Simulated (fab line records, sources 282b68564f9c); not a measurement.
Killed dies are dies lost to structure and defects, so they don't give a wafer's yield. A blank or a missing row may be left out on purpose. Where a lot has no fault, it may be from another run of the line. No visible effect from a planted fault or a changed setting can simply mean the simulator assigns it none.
Tool commonality check / flow rit-cmos / Sampled: 14 lots, 42 wafers

## WHAT PROMPTED THE OPENING
RIT_ACTIVE_THK_MEAS_04, reading ACTIVE_NITRIDE_THK: flagged on 2 of 14 lots. Wafers without a fault read 150.2 nm, standard deviation 1.3.
Rule: flag the lot when none of its wafers has a number, or when each of its wafers that has one lies beyond 4 standard deviations from that mean. The other lots count as sound.

lot=L652; measured=day 1 13:39; on=film-metro-03; ACTIVE_NITRIDE_THK (nm), wafer by wafer=152.5 152.4 153.6; flag=
lot=L653; measured=day 1 18:44; on=film-metro-04; ACTIVE_NITRIDE_THK (nm), wafer by wafer=149.4 150.7 149.5; flag=
lot=L654; measured=day 2 00:30; on=film-metro-04; ACTIVE_NITRIDE_THK (nm), wafer by wafer=150.1 149.9 150.8; flag=
lot=L658; measured=day 2 21:31; on=film-metro-03; ACTIVE_NITRIDE_THK (nm), wafer by wafer=151.9 151.3 151.6; flag=
lot=L659; measured=day 3 01:21; on=film-metro-03; ACTIVE_NITRIDE_THK (nm), wafer by wafer=148.0 148.8 148.6; flag=
lot=L660; measured=day 3 05:38; on=film-metro-03; ACTIVE_NITRIDE_THK (nm), wafer by wafer=149.9 149.8 151.0; flag=
lot=L661; measured=day 3 11:51; on=film-metro-03; ACTIVE_NITRIDE_THK (nm), wafer by wafer=151.5 151.6 151.7; flag=
lot=L663; measured=day 3 20:32; on=film-metro-04; ACTIVE_NITRIDE_THK (nm), wafer by wafer=148.1 148.8 150.5; flag=
lot=L665; measured=day 4 08:19; on=film-metro-03; ACTIVE_NITRIDE_THK (nm), wafer by wafer=153.0 153.1 152.7; flag=
lot=L666; measured=day 4 11:32; on=film-metro-04; ACTIVE_NITRIDE_THK (nm), wafer by wafer=149.4 149.5 148.3; flag=
lot=L667; measured=day 4 17:52; on=film-metro-02; ACTIVE_NITRIDE_THK (nm), wafer by wafer=149.8 150.9 149.8; flag=
lot=L668; measured=day 4 22:07; on=film-metro-02; ACTIVE_NITRIDE_THK (nm), wafer by wafer=117.0 117.1 116.5; flag=FLAGGED
lot=L669; measured=day 5 02:46; on=film-metro-03; ACTIVE_NITRIDE_THK (nm), wafer by wafer=116.2 114.6 114.5; flag=FLAGGED
lot=L674; measured=day 6 06:06; on=film-metro-02; ACTIVE_NITRIDE_THK (nm), wafer by wafer=151.4 150.8 150.4; flag=
The mean of the flagged lots' numbers is 116.0 nm, -34.2 nm from the usual (-26 standard deviations).

## LOT BY LOT: THE TOOL USED
The record keeps 1 process step preceding the reading, out of 202 steps on the route. Read each cell as the tool, then ch plus the chambers that the sampled wafers visited, then the start.
lot=L652; flag=; RIT_ACTIVE_CVD_03=lpcvd-01 ch 1, day 1 12:13
lot=L653; flag=; RIT_ACTIVE_CVD_03=lpcvd-01 ch 0, day 1 17:19
lot=L654; flag=; RIT_ACTIVE_CVD_03=lpcvd-01 ch 0, day 1 23:05
lot=L658; flag=; RIT_ACTIVE_CVD_03=lpcvd-02 ch 0, day 2 20:05
lot=L659; flag=; RIT_ACTIVE_CVD_03=lpcvd-01 ch 1, day 2 23:56
lot=L660; flag=; RIT_ACTIVE_CVD_03=lpcvd-01 ch 0, day 3 04:14
lot=L661; flag=; RIT_ACTIVE_CVD_03=lpcvd-01 ch 1, day 3 10:25
lot=L663; flag=; RIT_ACTIVE_CVD_03=lpcvd-01 ch 0, day 3 19:07
lot=L665; flag=; RIT_ACTIVE_CVD_03=lpcvd-02 ch 0, day 4 06:53
lot=L666; flag=; RIT_ACTIVE_CVD_03=lpcvd-02 ch 0, day 4 10:07
lot=L667; flag=; RIT_ACTIVE_CVD_03=lpcvd-01 ch 0, day 4 16:27
lot=L668; flag=FLAGGED; RIT_ACTIVE_CVD_03=lpcvd-02 ch 0, day 4 20:41
lot=L669; flag=FLAGGED; RIT_ACTIVE_CVD_03=lpcvd-02 ch 0, day 5 01:20
lot=L674; flag=; RIT_ACTIVE_CVD_03=lpcvd-01 ch 0, day 6 04:40
What the steps here do:
- RIT_ACTIVE_CVD_03: deposits Si3N4 from SiH2Cl2/NH3, target thk 150 nm, time 1500 s.
- RIT_ACTIVE_THK_MEAS_04

## FLAGGED AGAINST TOTAL, ONE TOOL AT A TIME (gauges that did the reading follow at the end)
step=RIT_ACTIVE_CVD_03; tool=lpcvd-01; lots run=9; flagged=0; share of the flagged lots=none; sound lots run after its first flagged lot=-
step=RIT_ACTIVE_CVD_03; tool=lpcvd-02; lots run=5; flagged=2; share of the flagged lots=all; sound lots run after its first flagged lot=0
step=RIT_ACTIVE_THK_MEAS_04; tool=film-metro-02; lots run=3; flagged=1; share of the flagged lots=some; sound lots run after its first flagged lot=1 (L674)
step=RIT_ACTIVE_THK_MEAS_04; tool=film-metro-03; lots run=7; flagged=1; share of the flagged lots=some; sound lots run after its first flagged lot=0
step=RIT_ACTIVE_THK_MEAS_04; tool=film-metro-04; lots run=4; flagged=0; share of the flagged lots=none; sound lots run after its first flagged lot=-

## WHAT THE TABLE ALLOWS
In the table, 1 row covers all flagged lots: lpcvd-02 at RIT_ACTIVE_CVD_03.
- lpcvd-02 at RIT_ACTIVE_CVD_03: 2 of its 5 lots flagged. It ran its last sound lot, L666, at day 4 10:07 and its first flagged lot, L668, at day 4 20:41: a fault with its onset between the two fits.
Just one tool remains: lpcvd-02 at RIT_ACTIVE_CVD_03.

## WHAT WAS PUT IN BY THE SIMULATOR
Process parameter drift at RIT_ACTIVE_CVD_03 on lpcvd-02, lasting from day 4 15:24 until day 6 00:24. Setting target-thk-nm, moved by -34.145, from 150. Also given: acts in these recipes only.
Shown lots that were struck: L668, L669. This agrees with what the rule above found.
